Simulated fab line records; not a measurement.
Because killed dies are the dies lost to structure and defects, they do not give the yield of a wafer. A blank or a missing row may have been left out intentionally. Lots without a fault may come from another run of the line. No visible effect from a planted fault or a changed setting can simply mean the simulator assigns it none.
fab line records    flow berkeley_cmos170    part 1 of 2: steps 1 to 28 of 43
record: lots: 5  wafers: 15  last_day: 12
route steps=331 shown ACTIVE@63 PFIELD@79 FIELD@89 SACOX@97 SCREENOX@100 NVT@104
lots untouched by any fault: they come from a run of this same line in which no faults occurred
start_h: hours from the record's first day to the start of the lot's first wafer shown    wait_h: how many hours have passed since the lot's step before this one    " unchanged from the row above    L1.1+2: a row that stands for several wafers    - no value present, or no start provided    * or withheld: withheld    < > ~ a bound
route shown NAME@n: names a module that has steps shown in the file, with the first one's number in the route    usual: the fault-free wafers' mean and standard deviation    same: alike in all rows    chamber/n: place in a boat    sites: readings site by site    _std_site: standard deviation of those values    _edge_site: outer sites' mean less inner sites'    radius_mm: for every site, how far away it sits from the centre of the wafer    mask NAME#n: copy n    behind: tool/chamber where the wafer was last shaped    hold: why the lot was held/for how many hours/how that ended    device: whichever transistor did not switch (one of n, p or np)    end of line: the same wafers' tests at the end of the route    a step with no rows: only its recipe    killed: the dies lost at the first sort to structure and to defects; this is not the yield of the wafer    map: per-die view of a wafer (x killed, . not killed, _ where there is no die)
set.NAME: the setting the step ran with; set.NAME@STEP: the setting that earlier step ran with    model.NAME: the simulator's own value behind a step, which no gauge read
lots at some steps of the route; a table a step, a row a wafer
services: the hour from which a tool's chamber was out of use, counted from the record's first day as start_h (under 0 if before that day), plus the number of hours and why
== steps ==
step: UCB170_ACTIVE_THK_MEAS_03
recipe: reads: SiO2_of_ACTIVE_OXIDATION_02
usual: ACTIVE_OXIDE_THK: 26.3/0.49
lot.wafer  tool           chamber  start_h  wait_h  ACTIVE_OXIDE_THK[nm]
L074.1     film_metro-02  -        76.61    0.0     27.1
L074.5     "              -        "        "       27.0
L074.6     "              -        "        "       27.5
L081.1     film_metro-03  -        121.90   0.0     26.1
L081.4     "              -        "        "       25.9
L081.6     "              -        "        "       26.0
L083.4     film_metro-02  -        128.16   0.1     26.0
L083.5     "              -        "        "       26.0
L083.6     "              -        "        "       26.4
L092.1     film_metro-03  -        181.09   0.0     26.3
L092.3     "              -        "        "       26.5
L092.6     "              -        "        "       26.2
L093.1     film_metro-02  -        181.09   0.0     27.6
L093.2     "              -        "        "       27.1
L093.6     "              -        "        "       27.1
step: UCB170_ACTIVE_ANNEAL_04
recipe: temp_c: 1000  time_s: 900  ambient: N2
lot.wafer   tool        chamber  start_h  wait_h
L074.1+5+6  furnace-04  0        82.89    6.3
L081.1+4+6  furnace-01  0        124.90   3.0
L083.4+5+6  furnace-04  0        133.96   5.8
L092.1+3+6  furnace-02  0        187.34   6.2
L093.1+2+6  furnace-02  0        187.34   6.2
step: UCB170_ACTIVE_CVD_05
recipe: material: Si3N4  target_thk_nm: 220  temp_c: 800  precursor: SiH2Cl2/NH3  time_s: 3300  pressure_mtorr: 200  sih2cl2_flow_sccm: 25  nh3_flow_sccm: 75
lot.wafer   tool      chamber  start_h  wait_h
L074.1+5+6  lpcvd-02  1        84.14    0.0
L081.1+4+6  lpcvd-01  0        126.15   0.0
L083.4+5+6  lpcvd-02  1        135.21   0.0
L092.1+3+6  lpcvd-01  1        188.59   0.0
L093.1+2+6  lpcvd-01  1        188.59   0.0
step: UCB170_ACTIVE_THK_MEAS_06
recipe: reads: Si3N4_of_ACTIVE_CVD_05
usual: ACTIVE_NITRIDE_THK: 221.2/2.1
lot.wafer  tool           chamber  start_h  wait_h  ACTIVE_NITRIDE_THK[nm]
L074.1     film_metro-03  -        86.06    0.0     222.9
L074.5     "              -        "        "       221.6
L074.6     "              -        "        "       224.1
L081.1     film_metro-01  -        128.07   0.0     217.3
L081.4     "              -        "        "       221.2
L081.6     "              -        "        "       220.2
L083.4     film_metro-02  -        138.11   0.0     217.9
L083.5     "              -        "        "       218.1
L083.6     "              -        "        "       216.8
L092.1     film_metro-03  -        190.51   0.0     222.8
L092.3     "              -        "        "       222.2
L092.6     "              -        "        "       223.4
L093.1     film_metro-01  -        190.51   0.0     219.4
L093.2     "              -        "        "       222.3
L093.6     "              -        "        "       219.3
step: UCB170_ACTIVE_HMDS_07
recipe: prime_time_s: 60  prime_temp_c: 100
same: prime_time_s: 60
lot.wafer   tool            chamber  start_h  wait_h
L074.1+5+6  litho_track-02  0        86.31    0.2
L081.1+4+6  litho_track-01  0        128.13   0.1
L083.4+5+6  litho_track-01  0        138.22   0.1
L092.1+3+6  litho_track-04  0        190.57   0.1
L093.1+2+6  litho_track-01  0        190.64   0.1
step: UCB170_ACTIVE_COAT_08
recipe: resist: KrF  spin_rpm: 1500  resist_thk_nm: 900
usual: spin_speed_rpm: 1500.0/0.92
lot.wafer  tool            chamber  start_h  wait_h  spin_speed_rpm
L074.1     litho_track-02  0        86.46    0.1     1499.2
L074.5     "               0        "        "       1499.1
L074.6     "               0        "        "       1500.2
L081.1     litho_track-01  0        128.28   0.1     1501.2
L081.4     "               0        "        "       1500.1
L081.6     "               0        "        "       1500.9
L083.4     litho_track-01  0        138.37   0.1     1499.6
L083.5     "               0        "        "       1499.2
L083.6     "               0        "        "       1500.9
L092.1     litho_track-04  0        190.72   0.1     1498.7
L092.3     "               0        "        "       1497.9
L092.6     "               0        "        "       1498.2
L093.1     litho_track-01  0        190.79   0.1     1500.8
L093.2     "               0        "        "       1500.7
L093.6     "               0        "        "       1500.3
step: UCB170_ACTIVE_SOFTBAKE_09
recipe: resist: KrF  temp_c: 130  time_s: 60
usual: plate_temp_C: 129.99/0.13
lot.wafer  tool            chamber  start_h  wait_h  plate_temp_C
L074.1     litho_track-02  0        86.61    0.1     130.10
L074.5     "               0        "        "       130.01
L074.6     "               0        "        "       130.00
L081.1     litho_track-01  0        128.43   0.1     130.06
L081.4     "               0        "        "       130.13
L081.6     "               0        "        "       129.96
L083.4     litho_track-01  0        138.52   0.1     129.85
L083.5     "               0        "        "       129.91
L083.6     "               0        "        "       129.75
L092.1     litho_track-04  0        190.87   0.1     129.76
L092.3     "               0        "        "       129.98
L092.6     "               0        "        "       130.02
L093.1     litho_track-01  0        190.94   0.1     129.98
L093.2     "               0        "        "       130.15
L093.6     "               0        "        "       130.05
step: UCB170_ACTIVE_EXPOSE_10
recipe: mask_id: ACTIVE  target_cd_nm: 1200  na: 0.5  sigma_outer: 0.6  source_shape: conventional  dose_mj: 20
usual: focus_offset_nm: 0.0/0.51
lot.wafer  tool            chamber  start_h  wait_h  mask      focus_offset_nm
L074.1     krf_scanner-01  0        87.05    0.4     ACTIVE#0  -0.8
L074.5     "               0        "        "       ACTIVE#0  0.3
L074.6     "               0        "        "       ACTIVE#0  0.0
L081.1     krf_scanner-01  0        128.58   0.1     ACTIVE#0  -0.4
L081.4     "               0        "        "       ACTIVE#0  -1.1
L081.6     "               0        "        "       ACTIVE#0  -0.4
L083.4     krf_scanner-01  0        138.65   0.1     ACTIVE#0  -0.2
L083.5     "               0        "        "       ACTIVE#0  0.4
L083.6     "               0        "        "       ACTIVE#0  -0.3
L092.1     krf_scanner-02  0        191.14   0.2     ACTIVE#0  -0.2
L092.3     "               0        "        "       ACTIVE#0  0.6
L092.6     "               0        "        "       ACTIVE#0  -0.1
L093.1     krf_scanner-01  0        191.38   0.4     ACTIVE#0  0.2
L093.2     "               0        "        "       ACTIVE#0  -1.1
L093.6     "               0        "        "       ACTIVE#0  0.3
step: UCB170_ACTIVE_PEB_11
recipe: peb_temp_c: 130  peb_time_s: withheld  resist: KrF
usual: plate_temp_C: 129.96/0.13
lot.wafer  tool            chamber  start_h  wait_h  plate_temp_C
L074.1     litho_track-04  0        87.20    0.1     129.92
L074.5     "               0        "        "       129.92
L074.6     "               0        "        "       129.81
L081.1     litho_track-01  0        129.03   0.4     129.88
L081.4     "               0        "        "       129.71
L081.6     "               0        "        "       130.14
L083.4     litho_track-02  0        138.79   0.1     130.08
L083.5     "               0        "        "       129.85
L083.6     "               0        "        "       129.99
L092.1     litho_track-04  0        191.26   0.1     129.99
L092.3     "               0        "        "       130.08
L092.6     "               0        "        "       130.01
L093.1     litho_track-01  0        191.50   0.1     130.13
L093.2     "               0        "        "       130.05
L093.6     "               0        "        "       129.96
step: UCB170_ACTIVE_DEVELOP_12
recipe: developer: TMAH  develop_time_s: 45  resist: KrF  dev_temp_c: 21
lot.wafer   tool            chamber  start_h  wait_h
L074.1+5+6  litho_track-04  0        -        -
L081.1+4+6  litho_track-01  0        -        -
L083.4+5+6  litho_track-02  0        -        -
L092.1+3+6  litho_track-04  0        -        -
L093.1+2+6  litho_track-01  0        -        -
step: UCB170_ACTIVE_CD_MEAS_13
recipe: target_cd_nm: 1200
usual: cd_nm: 1199.7/1.5
lot.wafer  tool       chamber  start_h  wait_h  cd_nm
L074.1     cd_sem-01  -        87.48    -       1203.0
L074.5     "          -        "        "       1201.9
L074.6     "          -        "        "       1202.0
L081.1     cd_sem-01  -        129.35   -       1198.2
L081.4     "          -        "        "       1198.0
L081.6     "          -        "        "       1199.2
L083.4     cd_sem-01  -        139.05   -       1199.7
L083.5     "          -        "        "       1198.0
L083.6     "          -        "        "       1199.0
L092.1     cd_sem-02  -        191.53   -       1197.9
L092.3     "          -        "        "       1197.0
L092.6     "          -        "        "       1198.1
L093.1     cd_sem-01  -        191.78   -       1197.5
L093.2     "          -        "        "       1198.0
L093.6     "          -        "        "       1198.6
step: UCB170_ACTIVE_OVL_MEAS_14
usual: ACTIVE_OVL: 3/6
lot.wafer  tool        chamber  start_h  wait_h  ACTIVE_OVL[nm]
L074.1     overlay-02  -        87.60    0.1     -3
L074.5     "           -        "        "       -5
L074.6     "           -        "        "       -5
L081.1     overlay-02  -        129.47   0.1     3
L081.4     "           -        "        "       0
L081.6     "           -        "        "       -3
L083.4     overlay-02  -        139.12   0.1     1
L083.5     "           -        "        "       7
L083.6     "           -        "        "       4
L092.1     overlay-02  -        191.65   0.1     0
L092.3     "           -        "        "       -1
L092.6     "           -        "        "       -1
L093.1     overlay-01  -        191.90   0.1     8
L093.2     "           -        "        "       6
L093.6     "           -        "        "       4
step: UCB170_ACTIVE_ETCH_15
recipe: chemistry: CH3F/Ar/O2  target: Si3N4  stop_on: SiO2  CH3F_flow_sccm: 20  Ar_flow_sccm: 50  O2_flow_sccm: 7  pressure_mtorr: 50  rf_w: 450  target_depth_a: 2420  over_etch_frac: 0.1  time_s: 151
usual: drypump_motor_current_A: 5.7/0.43  oes_product_au: 0.943/0.012  throttle_valve_pct: 8.09/0.13
lot.wafer  tool         chamber  start_h  wait_h  drypump_motor_current_A  oes_product_au  rf_hours_counter_h  throttle_valve_pct
L074.1     rie_diel-02  0        87.63    0.0     5.8                      0.946           11                  8.12
L074.5     "            3        "        "       6.1                      0.947           -                   8.24
L074.6     "            2        "        "       6.2                      0.958           -                   8.01
L081.1     rie_diel-04  3        129.50   0.0     6.0                      0.911           11                  8.09
L081.4     "            2        "        "       5.6                      0.947           12                  8.24
L081.6     "            2        "        "       5.6                      0.936           -                   8.25
L083.4     rie_diel-04  2        139.14   0.0     5.6                      0.932           12                  8.21
L083.5     "            3        "        "       6.0                      0.919           -                   8.09
L083.6     "            0        "        "       6.4                      0.931           -                   7.86
L092.1     rie_diel-02  0        191.69   0.0     5.8                      0.951           16                  8.12
L092.3     "            1        "        "       5.4                      0.937           4                   8.08
L092.6     "            0        "        "       5.8                      0.957           -                   8.10
L093.1     rie_diel-01  2        191.93   0.0     5.3                      0.932           5                   8.07
L093.2     "            1        "        "       5.6                      0.948           90                  8.37
L093.6     "            0        "        "       5.0                      0.935           -                   8.02
step: UCB170_ACTIVE_STRIP_16
recipe: chemistry: O2  power_w: 400  pressure_mtorr: 3500  platen_temp_c: withheld  o2_flow_sccm: 400  overash_fraction: 0.5
usual: drypump_motor_current_A: 5.5/0.37  oes_product_au: 0.721/0.0044  strip_time_to_endpoint_s: 18.09/0.079
lot.wafer  tool             chamber  start_h  wait_h  drypump_motor_current_A  oes_product_au  rf_hours_counter_h  strip_time_to_endpoint_s
L074.1     plasma_asher-04  1        87.73    0.1     6.0                      0.721           28                  18.01
L074.5     "                1        "        "       6.0                      0.722           -                   18.19
L074.6     "                0        "        "       5.6                      0.720           -                   18.04
L081.1     plasma_asher-04  1        129.60   0.1     6.0                      0.716           33                  18.13
L081.4     "                1        "        "       6.0                      0.721           -                   18.19
L081.6     "                1        "        "       6.0                      0.716           -                   18.00
L083.4     plasma_asher-02  0        139.28   0.1     5.6                      0.725           -                   18.11
L083.5     "                1        "        "       5.1                      0.719           -                   18.11
L083.6     "                0        "        "       5.6                      0.728           -                   18.02
L092.1     plasma_asher-04  1        191.79   0.1     6.0                      0.717           40                  18.03
L092.3     "                0        "        "       5.6                      0.718           -                   17.98
L092.6     "                0        "        "       5.6                      0.720           -                   17.96
L093.1     plasma_asher-03  0        192.03   0.1     4.8                      0.726           8                   17.93
L093.2     "                1        "        "       5.6                      0.715           8                   17.98
L093.6     "                1        "        "       5.6                      0.719           -                   18.04
step: UCB170_ACTIVE_CD_MEAS_90
recipe: target_cd_nm: 1200
usual: cd_nm: 1199.8/1.6
lot.wafer  tool       chamber  start_h  wait_h  cd_nm
L074.1     cd_sem-01  -        87.83    0.1     1203.3
L074.5     "          -        "        "       1202.0
L074.6     "          -        "        "       1201.9
L081.1     cd_sem-01  -        129.88   0.2     1198.5
L081.4     "          -        "        "       1198.3
L081.6     "          -        "        "       1199.4
L083.4     cd_sem-01  -        139.40   0.1     1199.9
L083.5     "          -        "        "       1198.4
L083.6     "          -        "        "       1199.1
L092.1     cd_sem-02  -        191.89   0.1     1198.0
L092.3     "          -        "        "       1197.0
L092.6     "          -        "        "       1198.6
L093.1     cd_sem-01  -        192.13   0.1     1197.8
L093.2     "          -        "        "       1197.9
L093.6     "          -        "        "       1198.9
step: UCB170_ACTIVE_CLEAN_17
recipe: chemistry: SPM  temp_c: 120  time_s: 600
lot.wafer   tool          chamber  start_h  wait_h
L074.1+5+6  wet_bench-01  1        87.95    0.1
L081.1+4+6  wet_bench-01  0        130.00   0.1
L083.4+5+6  wet_bench-04  1        139.46   0.0
L092.1+3+6  wet_bench-01  2        192.01   0.1
L093.1+2+6  wet_bench-04  1        192.25   0.1
step: UCB170_PFIELD_HMDS_00
recipe: prime_time_s: 60  prime_temp_c: 100
same: prime_time_s: 60
lot.wafer   tool            chamber  start_h  wait_h
L074.1+5+6  litho_track-01  0        88.69    0.6
L081.1+4+6  litho_track-01  0        130.19   0.0
L083.4+5+6  litho_track-03  0        139.75   0.1
L092.1+3+6  litho_track-01  0        192.19   0.0
L093.1+2+6  litho_track-03  0        192.43   0.0
step: UCB170_PFIELD_COAT_01
recipe: resist: KrF  spin_rpm: 1500  resist_thk_nm: 900
usual: spin_speed_rpm: 1499.9/0.9
lot.wafer  tool            chamber  start_h  wait_h  spin_speed_rpm
L074.1     litho_track-01  0        88.84    0.1     1500.4
L074.5     "               0        "        "       1499.1
L074.6     "               0        "        "       1500.2
L081.1     litho_track-01  0        130.34   0.1     1499.8
L081.4     "               0        "        "       1499.9
L081.6     "               0        "        "       1499.4
L083.4     litho_track-03  0        139.90   0.1     1500.3
L083.5     "               0        "        "       1499.3
L083.6     "               0        "        "       1500.0
L092.1     litho_track-01  0        192.34   0.1     1499.4
L092.3     "               0        "        "       1499.3
L092.6     "               0        "        "       1501.1
L093.1     litho_track-03  0        192.58   0.1     1499.5
L093.2     "               0        "        "       1499.3
L093.6     "               0        "        "       1500.0
step: UCB170_PFIELD_SOFTBAKE_02
recipe: resist: KrF  temp_c: 130  time_s: 60
usual: plate_temp_C: 129.95/0.14
lot.wafer  tool            chamber  start_h  wait_h  plate_temp_C
L074.1     litho_track-01  0        88.99    0.1     129.79
L074.5     "               0        "        "       129.78
L074.6     "               0        "        "       130.01
L081.1     litho_track-01  0        130.49   0.1     130.09
L081.4     "               0        "        "       130.11
L081.6     "               0        "        "       129.94
L083.4     litho_track-03  0        140.05   0.1     129.84
L083.5     "               0        "        "       129.85
L083.6     "               0        "        "       129.86
L092.1     litho_track-01  0        192.49   0.1     129.97
L092.3     "               0        "        "       129.90
L092.6     "               0        "        "       130.04
L093.1     litho_track-03  0        192.73   0.1     129.75
L093.2     "               0        "        "       129.99
L093.6     "               0        "        "       129.94
step: UCB170_PFIELD_EXPOSE_03
recipe: mask_id: PFIELD  na: 0.5  sigma_outer: 0.6  source_shape: conventional  target_cd_nm: 1500  dose_mj: 30
usual: focus_offset_nm: 0.0/0.56
lot.wafer  tool            chamber  start_h  wait_h  mask      focus_offset_nm
L074.1     krf_scanner-02  0        -        -       PFIELD#0  -0.2
L074.5     "               0        "        "       PFIELD#0  -0.2
L074.6     "               0        "        "       PFIELD#0  -0.8
L081.1     krf_scanner-01  0        130.76   0.2     PFIELD#0  -0.7
L081.4     "               0        "        "       PFIELD#0  -1.0
L081.6     "               0        "        "       PFIELD#0  -0.6
L083.4     krf_scanner-01  0        140.18   0.1     PFIELD#0  0.0
L083.5     "               0        "        "       PFIELD#0  -0.1
L083.6     "               0        "        "       PFIELD#0  1.0
L092.1     krf_scanner-01  0        192.64   0.1     PFIELD#0  -0.1
L092.3     "               0        "        "       PFIELD#0  -1.1
L092.6     "               0        "        "       PFIELD#0  -0.4
L093.1     krf_scanner-02  0        193.00   0.2     PFIELD#0  0.2
L093.2     "               0        "        "       PFIELD#0  0.2
L093.6     "               0        "        "       PFIELD#0  0.9
step: UCB170_PFIELD_PEB_04
recipe: peb_temp_c: 130  peb_time_s: withheld  resist: KrF
usual: plate_temp_C: 129.98/0.16
lot.wafer  tool            chamber  start_h  wait_h  plate_temp_C
L074.1     litho_track-04  0        -        -       130.07
L074.5     "               0        "        "       129.92
L074.6     "               0        "        "       129.98
L081.1     litho_track-01  0        131.09   0.3     129.91
L081.4     "               0        "        "       129.99
L081.6     "               0        "        "       129.85
L083.4     litho_track-04  0        140.31   0.1     130.06
L083.5     "               0        "        "       130.17
L083.6     "               0        "        "       129.96
L092.1     litho_track-01  0        192.75   0.1     130.05
L092.3     "               0        "        "       130.13
L092.6     "               0        "        "       130.25
L093.1     litho_track-01  0        193.12   0.1     130.13
L093.2     "               0        "        "       130.15
L093.6     "               0        "        "       129.85
step: UCB170_PFIELD_DEVELOP_05
recipe: developer: TMAH  develop_time_s: 45  resist: KrF  dev_temp_c: 21
lot.wafer   tool            chamber  start_h  wait_h
L074.1+5+6  litho_track-04  0        -        -
L081.1+4+6  litho_track-01  0        -        -
L083.4+5+6  litho_track-04  0        -        -
L092.1+3+6  litho_track-01  0        -        -
L093.1+2+6  litho_track-01  0        -        -
step: UCB170_PFIELD_OVL_MEAS_06
usual: PFIELD_OVL: -6/5.6
lot.wafer  tool        chamber  start_h  wait_h  PFIELD_OVL[nm]
L074.1     overlay-02  -        90.83    -       -2
L074.5     "           -        "        "       -8
L074.6     "           -        "        "       -4
L081.1     overlay-02  -        131.36   -       -3
L081.4     "           -        "        "       -12
L081.6     "           -        "        "       -14
L083.4     overlay-02  -        140.53   -       -10
L083.5     "           -        "        "       -11
L083.6     "           -        "        "       -9
L092.1     overlay-02  -        193.03   -       -4
L092.3     "           -        "        "       -6
L092.6     "           -        "        "       -8
L093.1     overlay-02  -        193.39   -       -12
L093.2     "           -        "        "       -10
L093.6     "           -        "        "       -8
step: UCB170_PFIELD_IMPLANT_07
recipe: species: B  dose_cm2: 2e+13  energy_kev: 80  tilt_deg: 7
usual: end_station_pressure_torr: 5.09e-06/2.8e-07
same: implant_ion_amu: 11
lot.wafer  tool          chamber  start_h  wait_h  end_station_pressure_torr
L074.1     implanter-02  0        90.86    0.0     4.81e-06
L074.5     "             0        "        "       4.76e-06
L074.6     "             0        "        "       4.98e-06
L081.1     implanter-02  0        131.40   0.0     5.11e-06
L081.4     "             0        "        "       5e-06
L081.6     "             0        "        "       5.18e-06
L083.4     implanter-02  0        140.62   0.1     4.72e-06
L083.5     "             0        "        "       4.82e-06
L083.6     "             0        "        "       5e-06
L092.1     implanter-04  0        193.06   0.0     5.08e-06
L092.3     "             0        "        "       5.02e-06
L092.6     "             0        "        "       5.43e-06
L093.1     implanter-02  0        193.43   0.0     5.32e-06
L093.2     "             0        "        "       5.3e-06
L093.6     "             0        "        "       5.16e-06
step: UCB170_PFIELD_STRIP_08
recipe: chemistry: O2  power_w: 400  pressure_mtorr: 3500  platen_temp_c: withheld  o2_flow_sccm: 400  overash_fraction: 0.5
usual: drypump_motor_current_A: 5.7/0.44  oes_product_au: 0.735/0.0047  strip_time_to_endpoint_s: 21.64/0.08
lot.wafer  tool             chamber  start_h  wait_h  drypump_motor_current_A  oes_product_au  rf_hours_counter_h  strip_time_to_endpoint_s
L074.1     plasma_asher-01  1        91.01    0.1     6.0                      0.741           37                  21.56
L074.5     "                1        "        "       6.0                      0.735           -                   21.57
L074.6     "                0        "        "       6.0                      0.724           -                   21.55
L081.1     plasma_asher-03  0        131.55   0.1     4.8                      0.733           1                   21.55
L081.4     "                0        "        "       4.8                      0.736           -                   21.55
L081.6     "                0        "        "       4.8                      0.735           -                   21.50
L083.4     plasma_asher-01  1        140.73   0.1     6.0                      0.737           -                   21.61
L083.5     "                0        "        "       6.0                      0.737           -                   21.61
L083.6     "                1        "        "       6.0                      0.735           -                   21.69
L092.1     plasma_asher-04  0        193.21   0.1     5.6                      0.728           40                  21.64
L092.3     "                0        "        "       5.6                      0.737           -                   21.62
L092.6     "                0        "        "       5.6                      0.735           -                   21.66
L093.1     plasma_asher-03  0        193.58   0.1     4.8                      0.728           8                   21.51
L093.2     "                1        "        "       5.6                      0.747           8                   21.64
L093.6     "                0        "        "       4.8                      0.731           -                   21.60
step: UCB170_PFIELD_TW_MEAS_09
usual: PFIELD_TW: 605/4.3
lot.wafer  tool           chamber  start_h  wait_h  PFIELD_TW
L074.1     film_metro-04  -        91.11    0.1     604
L074.5     "              -        "        "       604
L074.6     "              -        "        "       602
L081.1     film_metro-01  -        131.65   0.1     601
L081.4     "              -        "        "       601
L081.6     "              -        "        "       602
L083.4     film_metro-04  -        140.83   0.1     611
L083.5     "              -        "        "       609
L083.6     "              -        "        "       607
L092.1     film_metro-01  -        193.31   0.1     597
L092.3     "              -        "        "       602
L092.6     "              -        "        "       601
L093.1     film_metro-03  -        193.68   0.1     604
L093.2     "              -        "        "       606
L093.6     "              -        "        "       605
step: UCB170_FIELD_CLEAN_00
recipe: chemistry: dHF  dilution: 25:1  time_s: 7.5
lot.wafer   tool          chamber  start_h  wait_h
L074.1+5+6  wet_bench-01  1        91.17    0.1
L081.1+4+6  wet_bench-01  0        131.71   0.1
L083.4+5+6  wet_bench-04  0        140.86   0.0
L092.1+3+6  wet_bench-04  0        193.37   0.1
L093.1+2+6  wet_bench-01  0        193.74   0.1
step: UCB170_FIELD_OXIDATION_01
recipe: temp_c: 1000  ambient: H2O  p_h2o_torr: 584.62  target_thk_a: 5583  ox_time_s: 7200
lot.wafer   tool        chamber  start_h  wait_h
L074.1+5+6  furnace-02  0        94.54    3.4
L081.1+4+6  furnace-02  0        137.29   5.6
L083.4+5+6  furnace-04  0        144.89   4.0
L092.1+3+6  furnace-02  0        198.17   4.8
L093.1+2+6  furnace-02  0        198.17   4.4
